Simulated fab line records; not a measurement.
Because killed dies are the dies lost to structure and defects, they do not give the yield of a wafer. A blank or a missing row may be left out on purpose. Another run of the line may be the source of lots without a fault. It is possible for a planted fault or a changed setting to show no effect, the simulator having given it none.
Struck lot and sound lot, side by side	flow rit cmos	17 steps out of a route of 202
Sound: these wafers, L100.1, L100.2, L100.5. Struck: wafers L117.3, L117.5, L117.6. Last of all comes the cause.
Order at every step that has rows: each side's tool, ch and its chambers, its first start. Under that, the readings that differ: sound wafers	struck wafers	difference of the means	sigmas: that difference in standard deviations of wafers without a fault.
alike: same words and numbers on both sides, and readings whose means sit less than 2 such deviations apart. not compared: any withheld reading, any reading some wafer has no value for, any bound like >300 that may hide the same value, and any number with overlapping values for which the record gives no deviation.
Wherever a step has rows on one side only, a row that says differs or no value, or a row with sigmas, the two part there. Non-overlapping numbers with no deviation appear without sigmas and do not part them. A reading missing from all wafers of one side parts the sides only when that side holds two or more wafers.

first, 1 step without rows for these wafers: RIT_PRETRO_DEVELOP_05 (develop time 68 s).
RIT_PRETRO_OVL_MEAS_06:
  sound on overlay-01, day 2 16:50; struck on overlay-01, day 6 05:41
  alike: PRETRO_OVL
then, 2 steps without rows for these wafers: RIT_PRETRO_HARDBAKE_07 (time 120 s); RIT_PRETRO_IMPLANT_08.
RIT_PRETRO_STRIP_09: strips in O2, time 180 s.
  sound on plasma asher-03 ch 0,1, day 2 17:16; struck on plasma asher-03 ch 0,1, day 6 06:10
  alike: drypump motor current A, rf refl power W
  not compared: rf hours counter h
RIT_PRETRO_TW_MEAS_10:
  sound on film metro-04, day 2 17:26; struck on film metro-03, day 6 06:18
  alike: PRETRO_TW
then, 5 steps without rows for these wafers: RIT_GATE_WET_ETCH_00 (etches SiO2 in BOE, target depth 56 nm, time 60 s); RIT_GATE_CLEAN_01 (cleans in SC1, time 600 s); RIT_GATE_CLEAN_02 (cleans in dHF, time 30 s); RIT_GATE_CLEAN_03 (cleans in SC2, time 600 s); RIT_GATE_CLEAN_04 (cleans in dHF, time 60.89 s).
RIT_FOX2_THK_MEAS_91:
  sound on film metro-02, day 2 17:57; struck on film metro-04, day 6 06:47
  alike: FIELD_OXIDE_LEFT_2_THK
RIT_GATE_OXIDATION_05: target thk 3 nm, ox time 270 s.
  sound on furnace-01 ch 0, day 2 18:01; struck on furnace-02 ch 0, day 6 07:03
reading	sound	struck	difference	sigmas
spike tc centre C (C)	902.4 903.1 902.8	886.0 883.7 883.6	-18.3	-18
spike tc load C (C)	924.0 925.6 925.8	903.7 904.8 906.0	-20.3	-14
tube center temp C (C)	899.89 900.12 900.04	881.69 881.59 881.43	-18.45	-99 or more
tube_center_temp_C_max	902.1 902.0 902.1	884.1 883.4 883.7	-18.3	-46
model.SiO2_of_GATE_OXIDATION_05.thk nm (nm)	3.07 3.081 3.121	2.432 2.466 2.427	-0.649	
then, 1 step without rows for these wafers: RIT_GATE_ANNEAL_06 (time 600 s).
RIT_GATE_THK_MEAS_07:
  sound on film metro-04, day 2 19:20; struck on film metro-02, day 6 08:24
reading	sound	struck	difference	sigmas
GATE_OXIDE_THK (nm)	3.11 3.10 3.13	2.45 2.45 2.38	-0.69	-9
then, 1 step without rows for these wafers: RIT_GATE_CVD_08 (deposits poly-Si from SiH4, target thk 250 nm, time 2220 s).
RIT_M1_PROBE_99:
  sound on prober-01, day 3 21:38; struck on prober-02, day 7 07:24
reading	sound	struck	difference	sigmas
model.etest.pmos_0p3.r on ohm um	6365 6283 6352	5393 5460 5386	-920	
model.etest.pmos turned.r on ohm um	3519 3417 3466	3183 3209 3167	-281	
model.etest.pmos_0p15.r on ohm um	2860 2786 2798	2528 2558 2535	-274	
model.etest.nmos_0p3.r on ohm um	2206 2218 2214	1887 1900 1890	-320	
model.etest.nmos_0p15.drive ua um	438.2 448 440.4	565.3 553.8 567.6	+120.0	
model.etest.nmos narrow.drive ua um	220.4 220.9 212.4	292.9 289.1 295.8	+74.7	
model.etest.nmos_0p3.drive ua um	214.4 213.7 210.5	286.6 285.5 288.1	+73.9	
model.etest.pmos_0p15.drive ua um	244.2 250.7 245.7	302.3 295.2 302.6	+53.2	
  alike: killed at front end, killed dies, killed open, killed short

WHERE THEY PART
Earliest at RIT_GATE_OXIDATION_05; latest, in this record, at RIT_GATE_THK_MEAS_07. Later steps at which nothing parts them and some readings are alike: RIT_M1_PROBE_99.

WHY: whatever the simulator had introduced
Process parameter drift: furnace-02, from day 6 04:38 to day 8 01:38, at RIT_GATE_OXIDATION_05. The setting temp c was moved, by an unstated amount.
